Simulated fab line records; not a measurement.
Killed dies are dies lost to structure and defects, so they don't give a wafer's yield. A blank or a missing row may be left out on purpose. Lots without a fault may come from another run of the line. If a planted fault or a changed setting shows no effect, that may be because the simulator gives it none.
What tool caused it? ; flow berkeley cmos170 ; Sampling: 11 lots, 33 wafers, 2 of 331 route steps

WHAT THE GAUGES READ, wafer by wafer
UCB170_PWELL_THK_MEAS_06.
lot;measured;on;PWELL_NITRIDE_THK (nm)
L666;day 3 08:49;film metro-04;224.1 222.2 224.6
L667;day 3 08:50;film metro-03;219.8 221.6 220.9
L668;day 3 19:31;film metro-02;224.5 223.8 224.5
L669;day 4 03:52;film metro-04;184.7 182.4 184.8
L673;day 4 12:49;film metro-04;218.5 219.0 218.9
L681;day 6 14:38;film metro-03;221.1 221.9 222.7
L682;day 6 14:39;film metro-02;219.8 218.5 218.0
L686;day 7 19:20;film metro-03;222.2 222.4 220.5
L687;day 7 19:21;film metro-02;221.5 219.0 220.4
L688;day 7 19:22;film metro-04;217.7 220.1 218.6
L689;day 8 04:37;film metro-02;220.4 220.4 220.3

EACH LOT AND THE TOOL THAT RAN IT (in order: tool; ch and the chambers of the sampled wafers; start)
lot;UCB170_PWELL_CVD_05
L666;lpcvd-02 ch 1, day 3 06:53
L667;lpcvd-02 ch 1, day 3 06:53
L668;lpcvd-02 ch 1, day 3 17:36
L669;lpcvd-02 ch 0, day 4 01:58
L673;lpcvd-01 ch 0, day 4 10:53
L681;lpcvd-01 ch 1, day 6 11:46
L682;lpcvd-01 ch 1, day 6 11:46
L686;lpcvd-01 ch 0, day 7 17:25
L687;lpcvd-01 ch 0, day 7 17:25
L688;lpcvd-01 ch 0, day 7 17:25
L689;lpcvd-02 ch 1, day 8 02:42
- UCB170_PWELL_CVD_05: deposits Si3N4 from SiH2Cl2/NH3, target thk 220 nm, time 3300 s.

AS READ BY THE TOOLS THEMSELVES (means over the sampled wafers that have a number; for cases with no such wafer, the mark the record gives instead)
UCB170_PWELL_CVD_05.
lot;tool;sih2cl2 flow sccm (sccm);zone power source pct (%)
L666;lpcvd-02;25.00;23.9
L667;lpcvd-02;24.96;24.1
L668;lpcvd-02;25.00;23.9
L669;lpcvd-02;25.03;21.1
L673;lpcvd-01;25.14;28.4
L681;lpcvd-01;25.00;20.5
L682;lpcvd-01;24.98;20.3
L686;lpcvd-01;25.07;28.0
L687;lpcvd-01;25.07;28.2
L688;lpcvd-01;24.93;28.2
L689;lpcvd-02;24.92;24.0

THE ANSWER, worked out from the rows above alone
Rule: what is usual is taken from the lots themselves. Put in order of their means at a reading, lots are off if they are a third of the lots or fewer, leave a main group of 4 or more, and stand apart from it by a gap of 3 or more times the standard deviation of the main group's means; of several such gaps the widest counts. A main group is skipped when, at the precision printed for the reading in the tables above, its means are all equal. A lot without any number at a reading at which 4 lots or more have one is off too. All remaining lots with rows at the step are treated as sound. The gauges are gone through in route order, then the tools' own readings, and for those a lot's mean is taken as printed above. At the first step where some lot is off, the reading lying furthest off is the one used; lots without a number count as furthest.
Off: L669, at UCB170_PWELL_THK_MEAS_06 (PWELL_NITRIDE_THK). Mean 220.9 nm and standard deviation 1.9 in the main group.
If a tool, at a process step before that reading, ran all the lots that are off and no sound lot after the first of them, it fits. Gauges at UCB170_PWELL_THK_MEAS_06: tried the same way as those tools. Of those tried, none fits.

WHAT HAD BEEN PUT IN BY THE SIMULATOR
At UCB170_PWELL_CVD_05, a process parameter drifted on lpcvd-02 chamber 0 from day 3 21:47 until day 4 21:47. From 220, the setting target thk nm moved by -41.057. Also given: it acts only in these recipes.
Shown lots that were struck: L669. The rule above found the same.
